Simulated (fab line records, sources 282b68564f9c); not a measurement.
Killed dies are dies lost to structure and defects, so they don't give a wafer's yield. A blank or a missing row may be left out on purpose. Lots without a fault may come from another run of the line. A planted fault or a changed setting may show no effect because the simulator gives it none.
Chamber matching | flow rit_cmos | RIT_GATE_ETCH_19 on rie_si-02: 4 sister chambers
The step etches poly-Si in SF6/CHF3/O2, stops on SiO2, time 165 s, target depth 312.5 nm. 4 wafers are shown with their chamber, then 8 later ones without.

WAFERS WITH THEIR CHAMBER
wafer  | chamber | drypump_motor_current_A (A)
L494.4 | 3       | 6.2
L494.6 | 1       | 5.0
L498.3 | 2       | 6.0
L499.3 | 0       | 4.8

WAFERS WITHOUT THEIR CHAMBER
wafer  | drypump_motor_current_A (A)
L499.4 | 5.0
L499.5 | 5.0
L502.1 | 4.9
L502.4 | 4.8
L502.5 | 5.0
L503.2 | 6.0
L503.3 | 6.2
L503.5 | 6.2

WHICH CHAMBER EACH WENT THROUGH
wafer  | from the rows above     | in truth
L499.4 | 1                       | 1
L499.5 | 1                       | 1
L502.1 | can't be placed: 1 or 0 | 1
L502.4 | 0                       | 0
L502.5 | 1                       | 1
L503.2 | 2                       | 2
L503.3 | 3                       | 3
L503.5 | 3                       | 3
Placed correctly: 7 of 8. Can't be placed from these rows: 1 (the true chamber is among the candidates in 1). Placed wrongly: 0.
How it was worked out, from the rows above alone: a wafer's distance from a chamber is the root of the sum, over the readings, of the square of ((its reading less the chamber's mean) divided by the reading's scatter). The wafer belongs to the nearest chamber; if the next one is less than 2 further off, it can't be placed. A chamber's mean is the mean of its shown wafers. The scatter: with one shown wafer a chamber, the root of the mean of the squares of how far each hidden wafer lies from its nearest shown one.
